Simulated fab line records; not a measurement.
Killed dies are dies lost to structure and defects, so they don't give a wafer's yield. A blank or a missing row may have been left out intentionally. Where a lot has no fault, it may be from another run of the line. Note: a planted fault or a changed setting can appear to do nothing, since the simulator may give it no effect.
fab line records    flow rit-cmos
record lots=13  wafers=39  last-day=7
route steps=202 shown NWELL@34 PSD@152 M1@184
lots that met no fault: from a run of the same line without faults
start-h: hours from the record's first day to the start of the lot's first wafer shown    wait-h: hours from the lot's prior step to this one    " identical to the entry in the row above    L1.1+2: several wafers, shown together as one row    - no value, or no start was given    * or withheld: withheld    < > ~ a bound
route shown NAME@n: a module of which the file shows steps, and the number in the route of the first    usual: the fault-free wafers' mean and standard deviation    same: alike in all rows    chamber/n: place in a boat    sites: per-site readings    _std_site: standard deviation of those values    _edge_site: the outer-site mean with the inner-site mean subtracted    radius-mm: how far each site lies from the wafer's centre    mask NAME#n: copy n    behind: the last tool/chamber to shape the wafer    hold: why the lot was held/for how many hours/how that ended    device: which transistor (n, p or np) failed to switch    end of line: the same wafers' tests at the end of the route    a step given without rows: its recipe and nothing more    killed: not the wafer's yield, but the dies lost to structure and defects at the first sort    map: the dies of a wafer, with x for killed, . for not killed, _ for no die there
set.NAME: the setting that was run; set.NAME@STEP: the one run at that earlier step    model.NAME: the simulator's own value behind a step, which no gauge read
one table for each step of the route and one row for each wafer, over a sample of lots
services: a tool's chamber out of use, with start hour (start-h, from the record's first day; less than 0 if before it), hours out, and reason
## steps
# step RIT_NWELL_OVL_MEAS_06
# usual NWELL_OVL=-0.6/1.2
lot.wafer  tool        chamber  start-h  wait-h  NWELL_OVL[nm]
L162.1     overlay-02  -        21.29    -       -2.4
L162.4     "           -        "        "       -2.2
L162.5     "           -        "        "       -2.8
L164.2     overlay-01  -        32.20    -       -1.0
L164.3     "           -        "        "       0.7
L164.5     "           -        "        "       -1.4
L165.1     overlay-01  -        37.66    -       -0.5
L165.3     "           -        "        "       -1.5
L165.4     "           -        "        "       -0.8
L166.2     overlay-01  -        46.87    -       -0.2
L166.4     "           -        "        "       0.0
L166.6     "           -        "        "       0.7
L167.1     overlay-02  -        50.23    -       -0.9
L167.2     "           -        "        "       0.5
L167.3     "           -        "        "       -0.5
L168.2     overlay-02  -        54.97    -       -1.9
L168.4     "           -        "        "       -0.3
L168.5     "           -        "        "       -3.0
L169.2     overlay-01  -        58.61    -       0.4
L169.4     "           -        "        "       -1.3
L169.6     "           -        "        "       -1.3
L170.1     overlay-01  -        63.00    -       -1.9
L170.3     "           -        "        "       -1.9
L170.5     "           -        "        "       -1.0
L171.2     overlay-01  -        68.24    -       -2.4
L171.4     "           -        "        "       -2.5
L171.5     "           -        "        "       -2.6
L173.2     overlay-01  -        77.65    -       -2.5
L173.4     "           -        "        "       -2.8
L173.5     "           -        "        "       -1.2
L174.1     overlay-02  -        82.45    -       0.0
L174.4     "           -        "        "       -0.9
L174.5     "           -        "        "       -0.6
L180.1     overlay-02  -        112.91   -       0.3
L180.2     "           -        "        "       -0.6
L180.3     "           -        "        "       0.1
L185.2     overlay-02  -        138.34   -       -1.3
L185.5     "           -        "        "       -0.5
L185.6     "           -        "        "       -1.0
# step RIT_WELLDRIVE_RS_MEAS_01
# recipe thk-meas-gauge=four-point-probe
# usual NWELL_RS=279.5/0.76
lot.wafer  tool           chamber  start-h  wait-h  NWELL_RS[ohm/sq]
L162.1     film-metro-01  -        29.26    0.0     279.0
L162.4     "              -        "        "       279.5
L162.5     "              -        "        "       279.5
L164.2     film-metro-01  -        41.07    0.0     278.8
L164.3     "              -        "        "       278.9
L164.5     "              -        "        "       279.1
L165.1     film-metro-03  -        47.86    0.0     281.1
L165.3     "              -        "        "       280.1
L165.4     "              -        "        "       279.5
L166.2     film-metro-02  -        54.31    0.0     278.4
L166.4     "              -        "        "       279.1
L166.6     "              -        "        "       279.5
L167.1     film-metro-01  -        60.13    0.0     279.7
L167.2     "              -        "        "       280.8
L167.3     "              -        "        "       280.1
L168.2     film-metro-01  -        63.51    0.0     279.4
L168.4     "              -        "        "       279.2
L168.5     "              -        "        "       279.1
L169.2     film-metro-03  -        67.41    0.0     278.5
L169.4     "              -        "        "       279.7
L169.6     "              -        "        "       279.1
L170.1     film-metro-01  -        72.43    0.0     280.8
L170.3     "              -        "        "       279.5
L170.5     "              -        "        "       279.4
L171.2     film-metro-02  -        77.16    0.0     278.2
L171.4     "              -        "        "       277.3
L171.5     "              -        "        "       278.1
L173.2     film-metro-01  -        85.89    0.0     280.3
L173.4     "              -        "        "       279.9
L173.5     "              -        "        "       279.7
L174.1     film-metro-03  -        89.82    0.0     280.0
L174.4     "              -        "        "       281.0
L174.5     "              -        "        "       280.4
L180.1     film-metro-03  -        121.08   0.0     279.1
L180.2     "              -        "        "       279.4
L180.3     "              -        "        "       278.9
L185.2     film-metro-03  -        146.08   0.0     279.2
L185.5     "              -        "        "       280.2
L185.6     "              -        "        "       280.3
# step RIT_PSD_TW_MEAS_10
# usual PSD_TW=3422/14
lot.wafer  tool           chamber  start-h  wait-h  PSD_TW
L162.1     film-metro-04  -        51.91    0.1     3414
L162.4     "              -        "        "       3418
L162.5     "              -        "        "       3417
L164.2     film-metro-04  -        65.45    0.1     3415
L164.3     "              -        "        "       3401
L164.5     "              -        "        "       3410
L165.1     film-metro-02  -        72.05    0.1     3418
L165.3     "              -        "        "       3416
L165.4     "              -        "        "       3439
L166.2     film-metro-02  -        76.24    0.1     3404
L166.4     "              -        "        "       3405
L166.6     "              -        "        "       3407
L167.1     film-metro-02  -        81.42    0.1     3406
L167.2     "              -        "        "       3403
L167.3     "              -        "        "       3419
L168.2     film-metro-03  -        84.84    0.1     3404
L168.4     "              -        "        "       3432
L168.5     "              -        "        "       3389
L169.2     film-metro-02  -        89.96    0.1     3444
L169.4     "              -        "        "       3420
L169.6     "              -        "        "       3422
L170.1     film-metro-02  -        98.13    0.1     3438
L170.3     "              -        "        "       3429
L170.5     "              -        "        "       3438
L171.2     film-metro-02  -        99.92    0.1     3423
L171.4     "              -        "        "       3421
L171.5     "              -        "        "       3427
L173.2     film-metro-04  -        111.33   0.1     3433
L173.4     "              -        "        "       3420
L173.5     "              -        "        "       3439
L174.1     film-metro-04  -        113.35   0.1     3444
L174.4     "              -        "        "       3421
L174.5     "              -        "        "       3412
L180.1     film-metro-04  -        143.69   0.1     3448
L180.2     "              -        "        "       3435
L180.3     "              -        "        "       3431
L185.2     film-metro-03  -        166.44   0.1     3432
L185.5     "              -        "        "       3422
L185.6     "              -        "        "       3443
# step RIT_M1_SPUTTER_00
# recipe material=Al  target-thk-nm=400  power-w=1958  chamber-pressure-pa=0.4  gas=Ar  time-s=500  substrate-temp-c=25
# usual substrate-temp-c=25.00/0.1  throttle-valve-pct=29.9/1.5
lot.wafer  tool            chamber  start-h  wait-h  substrate-temp-c  throttle-valve-pct
L162.1     pvd-sputter-02  -        55.76    0.0     25.01             28.9
L162.4     "               -        "        "       24.87             30.7
L162.5     "               -        "        "       24.96             31.0
L164.2     pvd-sputter-02  -        69.29    0.0     25.06             29.8
L164.3     "               -        "        "       25.08             28.2
L164.5     "               -        "        "       25.12             30.0
L165.1     pvd-sputter-01  -        75.90    0.0     25.18             27.4
L165.3     "               -        "        "       25.06             31.2
L165.4     "               -        "        "       25.13             30.8
L166.2     pvd-sputter-02  -        79.93    0.0     25.16             28.4
L166.4     "               -        "        "       24.94             29.9
L166.6     "               -        "        "       24.96             28.3
L167.1     pvd-sputter-01  -        85.25    0.0     25.14             30.7
L167.2     "               -        "        "       25.06             30.2
L167.3     "               -        "        "       24.90             27.4
L168.2     pvd-sputter-02  -        88.68    0.0     24.97             28.7
L168.4     "               -        "        "       24.96             29.9
L168.5     "               -        "        "       25.02             28.9
L169.2     pvd-sputter-01  -        93.74    0.0     24.93             29.8
L169.4     "               -        "        "       25.03             31.1
L169.6     "               -        "        "       25.09             31.1
L170.1     pvd-sputter-04  -        101.86   0.0     24.95             28.2
L170.3     "               -        "        "       24.82             31.5
L170.5     "               -        "        "       25.23             30.5
L171.2     pvd-sputter-01  -        103.80   0.0     25.05             27.5
L171.4     "               -        "        "       25.05             30.5
L171.5     "               -        "        "       24.99             27.1
L173.2     pvd-sputter-01  -        115.16   0.0     25.05             27.3
L173.4     "               -        "        "       24.84             30.6
L173.5     "               -        "        "       24.97             29.6
L174.1     pvd-sputter-02  -        117.18   0.0     25.03             31.0
L174.4     "               -        "        "       25.10             28.1
L174.5     "               -        "        "       24.95             28.4
L180.1     pvd-sputter-01  -        147.39   0.0     24.99             30.7
L180.2     "               -        "        "       25.05             27.5
L180.3     "               -        "        "       24.98             31.2
L185.2     pvd-sputter-04  -        170.15   0.0     24.79             28.0
L185.5     "               -        "        "       25.01             33.2
L185.6     "               -        "        "       24.89             28.3
# step RIT_M1_RS_MEAS_01
# recipe thk-meas-gauge=four-point-probe  reads=Al_of_M1_SPUTTER_00
# usual M1_AL_RS=0.0750/0.00078
lot.wafer  tool           chamber  start-h  wait-h  hold                      M1_AL_RS[ohm/sq]
L162.1     film-metro-03  -        56.05    0.1     -                         0.0757
L162.4     "              -        "        "       -                         0.0755
L162.5     "              -        "        "       -                         0.0760
L164.2     film-metro-02  -        69.61    0.2     -                         0.0745
L164.3     "              -        "        "       -                         0.0747
L164.5     "              -        "        "       -                         0.0748
L165.1     film-metro-04  -        76.20    0.1     -                         0.0754
L165.3     "              -        "        "       -                         0.0754
L165.4     "              -        "        "       -                         0.0754
L166.2     film-metro-02  -        80.24    0.2     -                         0.0743
L166.4     "              -        "        "       -                         0.0750
L166.6     "              -        "        "       -                         0.0738
L167.1     film-metro-03  -        85.54    0.1     -                         0.0750
L167.2     "              -        "        "       -                         0.0752
L167.3     "              -        "        "       -                         0.0756
L168.2     film-metro-02  -        88.99    0.2     -                         0.0755
L168.4     "              -        "        "       -                         0.0751
L168.5     "              -        "        "       -                         0.0761
L169.2     film-metro-03  -        94.05    0.2     -                         0.0757
L169.4     "              -        "        "       -                         0.0751
L169.6     "              -        "        "       -                         0.0754
L170.1     film-metro-04  -        102.16   0.1     -                         0.0751
L170.3     "              -        "        "       -                         0.0739
L170.5     "              -        "        "       -                         0.0752
L171.2     film-metro-04  -        104.12   0.2     -                         0.0756
L171.4     "              -        "        "       -                         0.0756
L171.5     "              -        "        "       -                         0.0760
L173.2     film-metro-04  -        115.48   0.2     -                         0.0749
L173.4     "              -        "        "       -                         0.0737
L173.5     "              -        "        "       -                         0.0738
L174.1     film-metro-04  -        117.47   0.1     -                         0.0743
L174.4     "              -        "        "       -                         0.0734
L174.5     "              -        "        "       -                         0.0740
L180.1     film-metro-03  -        147.69   0.1     await-dispo/0.2h/release  0.0752
L180.2     "              -        "        "       await-dispo/0.2h/release  0.0757
L180.3     "              -        "        "       await-dispo/0.2h/release  0.1426
L180.1     film-metro-03  -        147.98   0.3     -                         0.0755
L180.2     "              -        "        "       -                         0.0758
L180.3     "              -        "        "       -                         0.1429
L185.2     film-metro-04  -        170.47   0.2     -                         0.0762
L185.5     "              -        "        "       -                         0.0762
L185.6     "              -        "        "       -                         0.0766
# step RIT_M1_THK_MEAS_02
# recipe thk-meas-gauge=xrf  reads=Al_of_M1_SPUTTER_00
# usual M1_AL_THK=389/4.2
lot.wafer  tool           chamber  start-h  wait-h  hold                      M1_AL_THK[nm]
L162.1     film-metro-03  -        56.17    0.1     -                         386
L162.4     "              -        "        "       -                         387
L162.5     "              -        "        "       -                         384
L164.2     film-metro-02  -        69.72    0.1     -                         390
L164.3     "              -        "        "       -                         390
L164.5     "              -        "        "       -                         391
L165.1     film-metro-04  -        76.32    0.1     -                         386
L165.3     "              -        "        "       -                         384
L165.4     "              -        "        "       -                         384
L166.2     film-metro-02  -        80.35    0.1     -                         393
L166.4     "              -        "        "       -                         390
L166.6     "              -        "        "       -                         393
L167.1     film-metro-03  -        85.66    0.1     -                         390
L167.2     "              -        "        "       -                         388
L167.3     "              -        "        "       -                         389
L168.2     film-metro-02  -        89.10    0.1     -                         385
L168.4     "              -        "        "       -                         389
L168.5     "              -        "        "       -                         382
L169.2     film-metro-03  -        94.16    0.1     -                         387
L169.4     "              -        "        "       -                         393
L169.6     "              -        "        "       -                         390
L170.1     film-metro-04  -        102.28   0.1     -                         390
L170.3     "              -        "        "       -                         396
L170.5     "              -        "        "       -                         388
L171.2     film-metro-04  -        104.23   0.1     -                         386
L171.4     "              -        "        "       -                         383
L171.5     "              -        "        "       -                         382
L173.2     film-metro-04  -        115.59   0.1     -                         391
L173.4     "              -        "        "       -                         392
L173.5     "              -        "        "       -                         393
L174.1     film-metro-04  -        117.59   0.1     -                         392
L174.4     "              -        "        "       -                         399
L174.5     "              -        "        "       -                         394
L180.1     film-metro-03  -        149.40   1.4     await-dispo/0.2h/release  390
L180.2     "              -        "        "       await-dispo/0.2h/release  387
L180.3     "              -        "        "       await-dispo/0.2h/release  209
L180.1     film-metro-03  -        149.63   0.2     -                         386
L180.2     "              -        "        "       -                         385
L180.3     "              -        "        "       -                         209
L185.2     film-metro-04  -        170.58   0.1     -                         381
L185.5     "              -        "        "       -                         382
L185.6     "              -        "        "       -                         379
# step RIT_M1_METAL_ETCH_12
# recipe stop-on=SiO2  chemistry=Cl2/BCl3  target=Al  time-s=165  over-etch-frac=0.5  pressure-mtorr=100  target-depth-a=6000  rf-w=250  Cl2_flow_sccm=60  bcl3-flow-sccm=50
# usual drypump-motor-current-A=5.8/0.61  he-backside-leak-sccm=3.34/0.17  oes-product-au=0.768/0.011  rf-fwd-power-W=248.9/0.76  throttle-valve-pct=8.27/0.081
# same over-etch-frac=0.5
lot.wafer  tool          chamber  start-h  wait-h  drypump-motor-current-A  he-backside-leak-sccm  oes-product-au  rf-fwd-power-W  rf-hours-counter-h  throttle-valve-pct
L162.1     rie-metal-02  1        57.64    0.2     6.7                      3.57                   0.771           248.9           1                   8.20
L162.4     "             1        "        "       6.7                      3.43                   0.769           249.1           -                   8.18
L162.5     "             0        "        "       5.1                      3.58                   0.750           248.1           -                   8.29
L164.2     rie-metal-03  0        71.05    0.2     6.6                      3.27                   0.778           249.3           39                  8.20
L164.3     "             1        "        "       5.8                      3.47                   0.766           248.5           -                   8.17
L164.5     "             0        "        "       6.6                      3.26                   0.782           249.5           -                   8.21
L165.1     rie-metal-02  1        77.66    0.2     6.7                      3.39                   0.772           248.4           1                   8.19
L165.3     "             1        "        "       6.7                      3.41                   0.767           248.6           -                   8.18
L165.4     "             0        "        "       5.1                      3.54                   0.761           248.2           -                   8.28
L166.2     rie-metal-04  1        81.69    0.2     5.9                      3.29                   0.779           249.2           3                   8.32
L166.4     "             1        "        "       5.9                      3.32                   0.780           248.5           -                   8.34
L166.6     "             0        "        "       5.3                      3.02                   0.771           249.3           -                   8.41
L167.1     rie-metal-03  0        87.13    0.2     6.6                      3.53                   0.768           248.2           39                  8.20
L167.2     "             1        "        "       5.7                      3.51                   0.766           249.7           35                  8.18
L167.3     "             1        "        "       5.7                      3.29                   0.752           248.8           -                   8.17
L168.2     rie-metal-02  1        90.44    0.2     6.7                      3.42                   0.769           249.2           1                   8.20
L168.4     "             0        "        "       5.1                      3.59                   0.751           250.0           -                   8.27
L168.5     "             0        "        "       5.1                      3.65                   0.759           249.7           -                   8.28
L169.2     rie-metal-04  0        95.55    0.2     5.2                      3.11                   0.766           247.5           -                   8.40
L169.4     "             0        "        "       5.3                      3.20                   0.768           248.9           -                   8.41
L169.6     "             0        "        "       5.2                      3.28                   0.768           248.0           -                   8.42
L170.1     rie-metal-03  0        104.25   0.2     6.6                      3.24                   0.760           249.4           39                  8.20
L170.3     "             1        "        "       5.7                      3.39                   0.776           249.0           -                   8.18
L170.5     "             1        "        "       5.7                      3.10                   0.763           249.2           -                   8.18
L171.2     rie-metal-02  0        105.74   0.2     5.1                      3.63                   0.753           248.1           -                   8.27
L171.4     "             0        "        "       5.1                      3.31                   0.747           248.4           -                   8.27
L171.5     "             0        "        "       5.1                      3.38                   0.742           249.1           -                   8.27
L173.2     rie-metal-03  0        117.06   0.2     6.6                      3.20                   0.766           249.5           39                  8.19
L173.4     "             1        "        "       5.7                      3.29                   0.766           249.0           -                   8.16
L173.5     "             0        "        "       6.6                      3.32                   0.784           250.8           -                   8.20
L174.1     rie-metal-02  0        119.44   0.2     5.2                      3.54                   0.764           248.6           1                   8.27
L174.4     "             0        "        "       5.2                      3.67                   0.769           249.0           -                   8.28
L174.5     "             1        "        "       6.7                      3.62                   0.787           249.4           -                   8.20
L180.1     rie-metal-04  1        152.94   0.2     6.0                      3.13                   0.791           249.4           3                   8.35
L180.2     "             0        "        "       5.3                      3.25                   0.751           248.3           4                   8.39
L180.3     "             1        "        "       5.9                      3.29                   0.575           249.2           -                   8.35
L185.2     rie-metal-03  0        172.09   0.2     6.6                      3.30                   0.767           249.9           0                   8.20
L185.5     "             1        "        "       5.7                      2.95                   0.786           249.0           -                   8.16
L185.6     "             0        "        "       6.6                      3.21                   0.765           249.4           -                   8.22
# step RIT_M1_PROBE_99
# usual defect-limited-yield=97.4/1  killed-at-contacts=0.1/0.3  killed-at-front-end=6.7/2.6  killed-dies=6.8/2.6  killed-open=3.3/1.7  killed-short=3.4/2  sort_bin_3_pad_short=0.1/0.24  sort_bin_5_function=1.5/0.77  sort_bin_6_memory=1.0/0.61  sort-n-pass=257.2/2.6  sort-yield-pct=97.4/1
# same gross-dies=264  killed_at_M0_to_M3=0  killed_at_M4_up=0  killed-at-back-side=0  killed-at-other=0
lot.wafer  tool       chamber  start-h  wait-h  hold                      defect-limited-yield[%]  killed-at-contacts  killed-at-front-end  killed-dies  killed-open  killed-short  sort_bin_3_pad_short[%]  sort_bin_5_function[%]  sort_bin_6_memory[%]  sort-n-pass  sort-yield-pct[%]
L162.1     prober-01  -        59.90    0.1     -                         95.8                     0                   11                   11           5            6             1.1                      2.7                     0.4                   253.0        95.8
L162.4     prober-01  -        60.05    0.2     -                         97.7                     1                   5                    6            2            2             0                        1.5                     0.8                   258.0        97.7
L162.5     prober-01  -        60.10    0.2     -                         96.6                     1                   8                    9            5            3             0.4                      2.7                     0.4                   255.0        96.6
L164.2     prober-01  -        73.37    0.1     -                         95.5                     1                   11                   12           7            5             0.4                      2.3                     1.9                   252.0        95.5
L164.3     prober-01  -        73.42    0.2     -                         95.8                     0                   11                   11           5            6             0                        2.7                     1.5                   253.0        95.8
L164.5     prober-01  -        73.52    0.2     -                         96.6                     0                   9                    9            3            6             0.4                      1.9                     1.1                   255.0        96.6
L165.1     prober-02  -        79.91    0.1     -                         98.9                     0                   3                    3            3            0             0                        0.4                     0.8                   261.0        98.9
L165.3     prober-02  -        80.01    0.2     -                         97.7                     0                   6                    6            2            4             0.4                      0.4                     1.5                   258.0        97.7
L165.4     prober-02  -        80.06    0.2     -                         97.0                     0                   8                    8            6            2             0                        2.3                     0.8                   256.0        97.0
L166.2     prober-01  -        83.99    0.1     -                         97.0                     0                   8                    8            4            4             0                        2.3                     0.8                   256.0        97.0
L166.4     prober-01  -        84.09    0.2     -                         97.0                     0                   8                    8            4            4             0                        1.1                     1.9                   256.0        97.0
L166.6     prober-01  -        84.19    0.2     -                         97.7                     0                   6                    6            1            4             0.4                      1.1                     0.8                   258.0        97.7
L167.1     prober-02  -        89.39    0.1     -                         96.6                     0                   9                    9            4            5             0.8                      1.5                     1.1                   255.0        96.6
L167.2     prober-02  -        89.44    0.1     -                         99.2                     0                   2                    2            0            2             0                        0.8                     0                     262.0        99.2
L167.3     prober-02  -        89.49    0.2     -                         96.2                     0                   10                   10           3            7             0                        2.7                     1.1                   254.0        96.2
L168.2     prober-01  -        92.74    0.1     -                         98.5                     0                   4                    4            2            2             0                        0.8                     0.8                   260.0        98.5
L168.4     prober-01  -        92.84    0.2     -                         97.3                     0                   7                    7            5            2             0                        1.5                     1.1                   257.0        97.3
L168.5     prober-01  -        92.89    0.2     -                         97.3                     0                   7                    7            5            2             0                        1.1                     1.5                   257.0        97.3
L169.2     prober-02  -        97.96    0.1     -                         97.7                     0                   6                    6            2            4             0.8                      0.4                     1.1                   258.0        97.7
L169.4     prober-02  -        98.06    0.2     -                         98.9                     0                   3                    3            2            1             0                        0.4                     0.8                   261.0        98.9
L169.6     prober-02  -        98.16    0.2     -                         97.0                     0                   8                    8            3            5             0                        1.9                     1.1                   256.0        97.0
L170.1     prober-02  -        106.54   0.1     -                         97.7                     0                   6                    6            3            2             0                        1.5                     0.8                   258.0        97.7
L170.3     prober-02  -        106.64   0.2     -                         98.1                     0                   5                    5            2            1             0                        1.1                     0.8                   259.0        98.1
L170.5     prober-02  -        106.74   0.2     -                         97.0                     0                   8                    8            3            5             0.4                      1.9                     0.8                   256.0        97.0
L171.2     prober-01  -        108.15   0.1     -                         98.1                     0                   5                    5            4            1             0                        0.8                     1.1                   259.0        98.1
L171.4     prober-01  -        108.25   0.2     -                         98.1                     0                   5                    5            3            2             0                        1.5                     0.4                   259.0        98.1
L171.5     prober-01  -        108.30   0.2     -                         97.7                     0                   6                    6            3            3             0                        0.8                     1.5                   258.0        97.7
L173.2     prober-01  -        119.36   0.1     -                         96.2                     0                   10                   10           7            3             0                        1.9                     1.9                   254.0        96.2
L173.4     prober-01  -        119.46   0.2     -                         98.9                     0                   3                    3            1            2             0                        0.4                     0.8                   261.0        98.9
L173.5     prober-01  -        119.51   0.2     -                         97.3                     0                   7                    7            4            3             0                        1.1                     1.5                   257.0        97.3
L174.1     prober-01  -        121.69   0.1     -                         98.1                     0                   5                    5            3            2             0                        1.1                     0.8                   259.0        98.1
L174.4     prober-01  -        121.84   0.2     -                         95.5                     0                   12                   12           4            8             0.4                      2.7                     1.5                   252.0        95.5
L174.5     prober-01  -        121.89   0.2     -                         97.3                     0                   7                    7            2            5             0                        1.5                     1.1                   257.0        97.3
L180.1     prober-01  -        157.56   2.2     await-dispo/2.1h/release  97.3                     1                   6                    7            1            6             0                        0.8                     1.9                   257.0        97.3
L180.2     prober-01  -        157.61   2.2     await-dispo/2.1h/release  95.8                     0                   11                   11           5            6             0                        3.0                     1.1                   253.0        95.8
L180.3     prober-01  -        157.66   2.2     await-dispo/2.1h/release  97.0                     1                   7                    8            2            6             0.8                      1.9                     0.4                   256.0        97.0
L185.2     prober-02  -        174.39   0.1     -                         97.7                     0                   6                    6            1            5             0                        1.1                     1.1                   258.0        97.7
L185.5     prober-02  -        174.54   0.2     -                         98.9                     0                   3                    3            1            2             0.4                      0.4                     0.4                   261.0        98.9
L185.6     prober-02  -        174.59   0.2     -                         97.7                     1                   5                    6            4            2             0                        1.1                     1.1                   258.0        97.7
# killed by level:class
L162.1 SPACER:geometric-particle:short=3 FOX1:geometric-particle:open=2 GATE:geometric-particle:short=2 FOX2:geometric-particle:open=1 GATE:geometric-particle:open=1 REOX:geometric-particle:open=1 SILICIDE:geometric-particle:short=1
L162.4 GATE:geometric-particle:open=2 FOX1:geometric-particle:short=1 SPACER:geometric-particle:short=1 NWELL:coat-microbubble-printed=1 CONTACT:coat-microbubble-printed=1
L162.5 REOX:geometric-particle:open=2 FOX1:geometric-particle:short=1 FOX1:geometric-particle:open=1 GATE:geometric-particle:open=1 GATE:geometric-particle:short=1 SPACER:geometric-particle:open=1 SPACER:geometric-particle:short=1 CONTACT:coat-microbubble-printed=1
L164.2 GATE:geometric-particle:short=2 GATE:geometric-particle:open=2 SILICIDE:geometric-particle:open=2 FOX1:geometric-particle:short=1 FOX2:geometric-particle:short=1 REOX:geometric-particle:open=1 SPACER:geometric-particle:open=1 SILICIDE:geometric-particle:short=1
L164.3 FOX1:geometric-particle:short=2 GATE:geometric-particle:open=2 GATE:geometric-particle:short=2 SPACER:geometric-particle:open=2 FOX1:geometric-particle:open=1 FOX2:geometric-particle:short=1 SPACER:geometric-particle:short=1
L164.5 GATE:geometric-particle:open=2 GATE:geometric-particle:short=2 FOX1:geometric-particle:short=1 REOX:geometric-particle:short=1 REOX:geometric-particle:open=1 SPACER:geometric-particle:short=1 SILICIDE:geometric-particle:short=1
L165.1 FOX1:geometric-particle:open=1 FOX2:geometric-particle:open=1 GATE:geometric-particle:open=1
L165.3 REOX:geometric-particle:short=2 GATE:geometric-particle:open=1 SPACER:geometric-particle:short=1 SILICIDE:geometric-particle:open=1 SILICIDE:geometric-particle:short=1
L165.4 FOX1:geometric-particle:open=3 GATE:geometric-particle:open=2 FOX1:geometric-particle:short=1 FOX2:geometric-particle:short=1 SPACER:geometric-particle:open=1
L166.2 REOX:geometric-particle:short=3 GATE:geometric-particle:open=2 FOX2:geometric-particle:open=1 GATE:geometric-particle:short=1 SPACER:geometric-particle:open=1
L166.4 GATE:geometric-particle:short=3 GATE:geometric-particle:open=2 ACTIVE:geometric-particle:open=1 FOX1:geometric-particle:open=1 FOX1:geometric-particle:short=1
L166.6 REOX:geometric-particle:short=3 GATE:geometric-particle:short=1 SILICIDE:geometric-particle:open=1 PLDD:coat-microbubble-printed=1
L167.1 GATE:geometric-particle:short=3 GATE:geometric-particle:open=2 REOX:geometric-particle:short=2 SPACER:geometric-particle:open=2
L167.2 SPACER:geometric-particle:short=1 SILICIDE:geometric-particle:short=1
L167.3 GATE:geometric-particle:short=2 GATE:geometric-particle:open=2 REOX:geometric-particle:short=2 FOX1:geometric-particle:short=1 REOX:geometric-particle:open=1 SPACER:geometric-particle:short=1 SILICIDE:geometric-particle:short=1
L168.2 GATE:geometric-particle:short=2 FOX1:geometric-particle:open=1 GATE:geometric-particle:open=1
L168.4 FOX1:geometric-particle:short=2 FOX2:geometric-particle:open=2 GATE:geometric-particle:open=2 FOX1:geometric-particle:open=1
L168.5 GATE:geometric-particle:open=2 FOX1:geometric-particle:open=1 FOX1:geometric-particle:short=1 FOX2:geometric-particle:open=1 FOX2:geometric-particle:short=1 SILICIDE:geometric-particle:open=1
L169.2 ACTIVE:geometric-particle:short=1 FOX1:geometric-particle:short=1 GATE:geometric-particle:short=1 GATE:geometric-particle:open=1 SILICIDE:geometric-particle:open=1 SILICIDE:geometric-particle:short=1
L169.4 GATE:geometric-particle:open=2 GATE:geometric-particle:short=1
L169.6 SPACER:geometric-particle:short=3 GATE:geometric-particle:open=2 FOX2:geometric-particle:open=1 GATE:geometric-particle:short=1 SILICIDE:geometric-particle:short=1
L170.1 FOX1:geometric-particle:open=2 REOX:geometric-particle:short=2 GATE:geometric-particle:open=1 PWELL:coat-microbubble-printed=1
L170.3 PWELL:coat-microbubble-printed=2 FOX1:geometric-particle:open=1 FOX1:geometric-particle:short=1 REOX:geometric-particle:open=1
L170.5 GATE:geometric-particle:short=2 REOX:geometric-particle:open=2 FOX1:geometric-particle:short=1 GATE:geometric-particle:open=1 REOX:geometric-particle:short=1 SPACER:geometric-particle:short=1
L171.2 REOX:geometric-particle:open=2 FOX1:geometric-particle:open=1 FOX1:geometric-particle:short=1 SPACER:geometric-particle:open=1
L171.4 REOX:geometric-particle:open=2 FOX2:geometric-particle:open=1 GATE:geometric-particle:short=1 SILICIDE:geometric-particle:short=1
L171.5 GATE:geometric-particle:short=2 GATE:geometric-particle:open=2 REOX:geometric-particle:short=1 REOX:geometric-particle:open=1
L173.2 GATE:geometric-particle:open=4 FOX1:geometric-particle:open=1 FOX2:geometric-particle:short=1 GATE:geometric-particle:short=1 REOX:geometric-particle:open=1 SILICIDE:geometric-particle:open=1 SILICIDE:geometric-particle:short=1
L173.4 GATE:geometric-particle:short=2 FOX1:geometric-particle:open=1
L173.5 GATE:geometric-particle:open=2 REOX:geometric-particle:short=2 FOX2:geometric-particle:open=1 GATE:geometric-particle:short=1 SILICIDE:geometric-particle:open=1
L174.1 GATE:geometric-particle:open=2 ACTIVE:geometric-particle:open=1 GATE:geometric-particle:short=1 SPACER:geometric-particle:short=1
L174.4 GATE:geometric-particle:short=4 GATE:geometric-particle:open=3 SILICIDE:geometric-particle:short=3 FOX1:geometric-particle:open=1 SPACER:geometric-particle:short=1
L174.5 GATE:geometric-particle:short=3 GATE:geometric-particle:open=2 SPACER:geometric-particle:short=2
L180.1 GATE:geometric-particle:short=3 FOX1:geometric-particle:short=1 FOX2:geometric-particle:short=1 SPACER:geometric-particle:open=1 CONTACT:geometric-particle:short=1
L180.2 GATE:geometric-particle:short=5 FOX1:geometric-particle:open=3 FOX2:geometric-particle:open=1 FOX2:geometric-particle:short=1 GATE:geometric-particle:open=1
L180.3 SILICIDE:geometric-particle:short=2 GATE:geometric-particle:short=1 GATE:geometric-particle:open=1 REOX:geometric-particle:short=1 SPACER:geometric-particle:short=1 SPACER:geometric-particle:open=1 CONTACT:geometric-particle:short=1
L185.2 REOX:geometric-particle:short=3 SILICIDE:geometric-particle:short=2 FOX1:geometric-particle:open=1
L185.5 FOX1:geometric-particle:short=1 REOX:geometric-particle:short=1 REOX:geometric-particle:open=1
L185.6 FOX1:geometric-particle:short=1 FOX1:geometric-particle:open=1 GATE:geometric-particle:short=1 REOX:geometric-particle:open=1 SILICIDE:geometric-particle:open=1 CONTACT:geometric-particle:open=1
## services
tool            chamber  start-h  hours  kind
rie-metal-03    -        56.12    1.0    repair
pvd-sputter-02  -        63.99    2.9    repair
rie-metal-04    -        85.24    4.0    pm
rie-metal-04    1        93.45    13.3   repair
rie-metal-02    1        101.43   8.8    repair
rie-metal-03    -        136.12   20.0   pm
rie-metal-03    0        136.12   20.0   vent-cycle
rie-metal-03    1        136.12   20.0   vent-cycle
rie-metal-03    0        156.12   -      clean
rie-metal-03    1        156.12   -      clean
## key
first-sign step=RIT_M1_RS_MEAS_01  reading=visit  direction=added
effect step=RIT_M1_RS_MEAS_01  reading=M1_AL_RS  direction=up  sigmas=87  usual=0.0750  struck=0.1426
effect step=RIT_M1_THK_MEAS_02  reading=visit  direction=added
effect step=RIT_M1_THK_MEAS_02  reading=M1_AL_THK  direction=down  sigmas=43  usual=389  struck=209
effect step=RIT_M1_METAL_ETCH_12  reading=oes-product-au  direction=down  sigmas=17  usual=0.768  struck=0.575
met-at RIT_M1_SPUTTER_00
struck-lots L180
struck-wafers L180.3
not-acting-at RIT_NWELL_OVL_MEAS_06,RIT_WELLDRIVE_RS_MEAS_01,RIT_PSD_TW_MEAS_10
onset-between 93.74 147.39
fault kind=process-parameter-drift  tool=pvd-sputter-01  chamber=-  onset-h=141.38  steps=RIT_M1_SPUTTER_00  channel=target-thk-nm  offset=-184.52  shape=step  end-h=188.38  stated=400  scope=struck-wafers-only
